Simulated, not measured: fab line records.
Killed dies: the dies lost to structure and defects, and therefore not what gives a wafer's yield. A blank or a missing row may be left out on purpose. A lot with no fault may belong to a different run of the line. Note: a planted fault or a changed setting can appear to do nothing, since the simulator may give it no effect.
fab line records ; flow berkeley-cmos170
[record] lots = 6; wafers = 18; last-day = 12
route steps=331 shown PSD@180 NSD@187
lots with no fault: from the same line, run without faults
start-h: the number of hours between the record's first day and the start of the first shown wafer of the lot ; wait-h: hours since the lot's step before ; " as in the row above ; L1.1+2: a row that stands for several wafers ; - no value, or no start given ; * or withheld: withheld ; < > ~ a bound
route shown NAME@n: names a module that has steps shown in the file, with the first one's number in the route ; usual: mean and standard deviation over wafers with no fault ; same: alike in all rows ; chamber/n: place in a boat ; sites: readings site by site ; _std_site: standard deviation of those values ; _edge_site: mean of outer sites minus mean of inner sites ; radius-mm: for every site, how far away it sits from the centre of the wafer ; mask NAME#n: copy n ; behind: the most recent tool/chamber to have shaped the wafer ; hold: reason for holding the lot/hours on hold/outcome of the hold ; device: transistor that didn't switch, given as n, p or np ; end of line: the tests these same wafers got at the end of their route ; a step without rows: its recipe alone ; killed: the dies lost at the first sort to structure and to defects; this is not the yield of the wafer ; map: a wafer's dies, x killed, . not, _ none there
set.NAME: the setting the step ran with; set.NAME@STEP: the setting that earlier step ran with ; model.NAME: the simulator's own value behind a step, which no gauge read
a table for each step, a row for each wafer; lots at some steps of the route
services: when a tool's chamber went out of use (start-h, in hours from the record's first day, below 0 if earlier), for how many hours, and the reason
[[steps]]
[step UCB170_PSD_DEVELOP_05]
[recipe] developer = TMAH; develop-time-s = 45; resist = KrF; dev-temp-c = 21
[step UCB170_PSD_CD_MEAS_06]
[recipe] target-cd-nm = 1200
[usual] cd-nm = 1199.7/1.3
lot.wafer;tool;chamber;start-h;wait-h;cd-nm
L582.3;cd-sem-02;-;145.19;-;1200.1
L582.4;cd-sem-02;-;145.19;-;1200.5
L582.5;cd-sem-02;-;145.19;-;1201.3
L595.1;cd-sem-02;-;202.51;-;1199.2
L595.2;cd-sem-02;-;202.51;-;1198.9
L595.5;cd-sem-02;-;202.51;-;1198.6
L596.1;cd-sem-01;-;208.35;-;1199.7
L596.4;cd-sem-01;-;208.35;-;1199.9
L596.5;cd-sem-01;-;208.35;-;1200.4
L599.1;cd-sem-02;-;226.05;-;1198.5
L599.4;cd-sem-02;-;226.05;-;1198.8
L599.6;cd-sem-02;-;226.05;-;1199.0
L603.4;cd-sem-02;-;247.47;-;1198.8
L603.5;cd-sem-02;-;247.47;-;1198.0
L603.6;cd-sem-02;-;247.47;-;1199.1
L604.1;cd-sem-01;-;259.32;-;1200.5
L604.2;cd-sem-01;-;259.32;-;1200.8
L604.4;cd-sem-01;-;259.32;-;1202.4
[step UCB170_PSD_OVL_MEAS_07]
[usual] PSD_OVL = 1/6.3
lot.wafer;tool;chamber;start-h;wait-h;PSD_OVL[nm]
L582.3;overlay-01;-;145.28;0.1;9
L582.4;overlay-01;-;145.28;0.1;6
L582.5;overlay-01;-;145.28;0.1;1
L595.1;overlay-01;-;202.63;0.1;-7
L595.2;overlay-01;-;202.63;0.1;0
L595.5;overlay-01;-;202.63;0.1;-2
L596.1;overlay-01;-;208.47;0.1;1
L596.4;overlay-01;-;208.47;0.1;10
L596.5;overlay-01;-;208.47;0.1;2
L599.1;overlay-01;-;226.17;0.1;0
L599.4;overlay-01;-;226.17;0.1;-5
L599.6;overlay-01;-;226.17;0.1;-8
L603.4;overlay-02;-;247.55;0.1;-3
L603.5;overlay-02;-;247.55;0.1;-6
L603.6;overlay-02;-;247.55;0.1;-8
L604.1;overlay-01;-;259.44;0.1;-5
L604.2;overlay-01;-;259.44;0.1;-9
L604.4;overlay-01;-;259.44;0.1;3
[step UCB170_PSD_IMPLANT_08]
[recipe] species = B; dose-cm2 = 3e+15; energy-kev = 20; tilt-deg = 7
[step UCB170_PSD_STRIP_09]
[recipe] chemistry = O2; power-w = 400; pressure-mtorr = 3500; platen-temp-c = withheld; o2-flow-sccm = 400; overash-fraction = 0.5
[usual] drypump-motor-current-A = 5.9/0.4; oes-product-au = 0.600/0.0049; strip-time-to-endpoint-s = 29.39/0.078
lot.wafer;tool;chamber;start-h;wait-h;drypump-motor-current-A;oes-product-au;rf-hours-counter-h;strip-time-to-endpoint-s
L582.3;plasma-asher-01;0;145.49;0.1;6.3;0.610;-;29.43
L582.4;plasma-asher-01;1;145.49;0.1;5.9;0.600;-;29.54
L582.5;plasma-asher-01;1;145.49;0.1;5.9;0.598;-;29.36
L595.1;plasma-asher-01;1;202.81;0.1;5.9;0.597;43;29.36
L595.2;plasma-asher-01;0;202.81;0.1;6.3;0.604;43;29.38
L595.5;plasma-asher-01;0;202.81;0.1;6.3;0.607;-;29.38
L596.1;plasma-asher-01;0;208.66;0.1;6.3;0.591;44;29.26
L596.4;plasma-asher-01;1;208.66;0.1;5.9;0.596;-;29.31
L596.5;plasma-asher-01;0;208.66;0.1;6.3;0.607;-;29.23
L599.1;plasma-asher-01;1;226.35;0.1;5.9;0.601;47;29.51
L599.4;plasma-asher-01;1;226.35;0.1;5.9;0.604;-;29.52
L599.6;plasma-asher-01;1;226.35;0.1;5.9;0.599;-;29.44
L603.4;plasma-asher-01;0;247.75;0.1;6.3;0.595;-;29.42
L603.5;plasma-asher-01;0;247.75;0.1;6.3;0.597;-;29.44
L603.6;plasma-asher-01;1;247.75;0.1;5.9;0.600;-;29.56
L604.1;plasma-asher-04;1;259.62;0.1;6.3;0.608;55;29.44
L604.2;plasma-asher-04;0;259.62;0.1;6.0;0.605;55;29.44
L604.4;plasma-asher-04;1;259.62;0.1;6.3;0.607;-;29.45
[step UCB170_PSD_TW_MEAS_10]
[usual] PSD_TW = 2319/18
lot.wafer;tool;chamber;start-h;wait-h;PSD_TW
L582.3;film-metro-01;-;145.58;0.1;2331
L582.4;film-metro-01;-;145.58;0.1;2346
L582.5;film-metro-01;-;145.58;0.1;2346
L595.1;film-metro-03;-;202.93;0.1;2296
L595.2;film-metro-03;-;202.93;0.1;2290
L595.5;film-metro-03;-;202.93;0.1;2309
L596.1;film-metro-03;-;208.76;0.1;2303
L596.4;film-metro-03;-;208.76;0.1;2289
L596.5;film-metro-03;-;208.76;0.1;2286
L599.1;film-metro-01;-;226.45;0.1;2346
L599.4;film-metro-01;-;226.45;0.1;2354
L599.6;film-metro-01;-;226.45;0.1;2352
L603.4;film-metro-03;-;247.84;0.1;2315
L603.5;film-metro-03;-;247.84;0.1;2312
L603.6;film-metro-03;-;247.84;0.1;2306
L604.1;film-metro-01;-;259.72;0.1;2348
L604.2;film-metro-01;-;259.72;0.1;2344
L604.4;film-metro-01;-;259.72;0.1;2346
[step UCB170_PSD_CLEAN_11]
[recipe] chemistry = SPM; temp-c = 120; time-s = 600
[step UCB170_NSD_HMDS_00]
[recipe] prime-time-s = 60; prime-temp-c = 100
[step UCB170_NSD_COAT_01]
[recipe] resist = KrF; spin-rpm = 1500; resist-thk-nm = 900
[step UCB170_NSD_SOFTBAKE_02]
[recipe] resist = KrF; temp-c = 130; time-s = 60
[step UCB170_NSD_EXPOSE_03]
[recipe] mask-id = NSELECT_MOD; na = 0.5; sigma-outer = 0.6; source-shape = conventional; target-cd-nm = 1200; dose-mj = 30
[step UCB170_NSD_PEB_04]
[recipe] peb-temp-c = 130; peb-time-s = withheld; resist = KrF
[step UCB170_NSD_DEVELOP_05]
[recipe] developer = TMAH; develop-time-s = 45; resist = KrF; dev-temp-c = 21
[usual] chill-plate-temp-C = 23.01/0.1; develop-time-s = 45/0
lot.wafer;tool;chamber;start-h;wait-h;chill-plate-temp-C;develop-time-s;model.KrF_of_NSD_COAT_01.thk-nm
L582.3;litho-track-04;0;147;-;23.06;45;884.5
L582.4;litho-track-04;0;147;-;22.89;45;883.6
L582.5;litho-track-04;0;147;-;23.13;45;880.9
L595.1;litho-track-03;-;204;-;-;-;896.7
L595.2;litho-track-03;-;204;-;-;-;898
L595.5;litho-track-03;-;204;-;-;-;896.1
L596.1;litho-track-02;-;209;-;-;-;897
L596.4;litho-track-02;-;210;-;-;-;897.8
L596.5;litho-track-02;-;210;-;-;-;897.6
L599.1;litho-track-02;0;227;-;23.01;45;886.4
L599.4;litho-track-02;0;227;-;22.99;45;887.8
L599.6;litho-track-02;0;227;-;22.78;45;888.5
L603.4;litho-track-03;0;250;-;22.99;45;878.9
L603.5;litho-track-03;0;250;-;22.92;45;880.6
L603.6;litho-track-03;0;250;-;22.96;45;884.3
L604.1;litho-track-04;0;263;-;23.05;45;890.4
L604.2;litho-track-04;0;263;-;23.00;45;888.7
L604.4;litho-track-04;0;263;-;22.91;45;890.5
[step UCB170_NSD_CD_MEAS_06]
[recipe] target-cd-nm = 1200
[usual] cd-nm = 1199.6/1.1
lot.wafer;tool;chamber;start-h;wait-h;cd-nm
L582.3;cd-sem-02;-;147.18;-;1198.2
L582.4;cd-sem-02;-;147.18;-;1200.3
L582.5;cd-sem-02;-;147.18;-;1199.4
L595.1;cd-sem-02;-;204.37;-;-
L595.2;cd-sem-02;-;204.37;-;-
L595.5;cd-sem-02;-;204.37;-;-
L596.1;cd-sem-01;-;210.28;-;-
L596.4;cd-sem-01;-;210.28;-;-
L596.5;cd-sem-01;-;210.28;-;-
L599.1;cd-sem-01;-;228.01;-;1198.8
L599.4;cd-sem-01;-;228.01;-;1196.8
L599.6;cd-sem-01;-;228.01;-;1199.5
L603.4;cd-sem-02;-;251.01;-;1199.5
L603.5;cd-sem-02;-;251.01;-;1199.5
L603.6;cd-sem-02;-;251.01;-;1198.6
L604.1;cd-sem-02;-;263.68;-;1199.4
L604.2;cd-sem-02;-;263.68;-;1198.7
L604.4;cd-sem-02;-;263.68;-;1199.0
[[services]]
tool;chamber;start-h;hours;kind
plasma-asher-04;-;125.32;1.8;repair
litho-track-02;-;133.61;-;consumable-replace:filter
plasma-asher-04;-;135.16;2.8;pm
plasma-asher-04;-;190.74;28.1;pm
[[key]]
[first-sign] step = UCB170_NSD_DEVELOP_05; reading = tool-record; direction = missing
effect none on later readings
[model-effect] step = UCB170_NSD_DEVELOP_05; value = KrF_of_NSD_COAT_01.thk-nm; without = 883; struck = 897.2
met-at UCB170_NSD_DEVELOP_05
struck-wafers L595.1,L595.2,L595.5,L596.1,L596.4,L596.5
sort-left-out L595.1,L595.2,L595.5,L596.1,L596.4,L596.5
tester-left-out L595,L596
[fault] kind = skipped-step-whole; tool = litho-track-02,litho-track-03; chamber = -; onset-h = 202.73; steps = UCB170_NSD_DEVELOP_05; scope = struck-lots-only
// tester-left-out: of these lots the tester's yield and bins aren't shown, on N5 and GAA mostly nor the transistor test; their killed dies are dies lost to structure and defects alone, not to doping, threshold or leakage, so they don't give the yield
// sort-left-out: the simulated sort isn't trusted on such a fault, so these wafers' sort isn't shown, and their yield isn't known
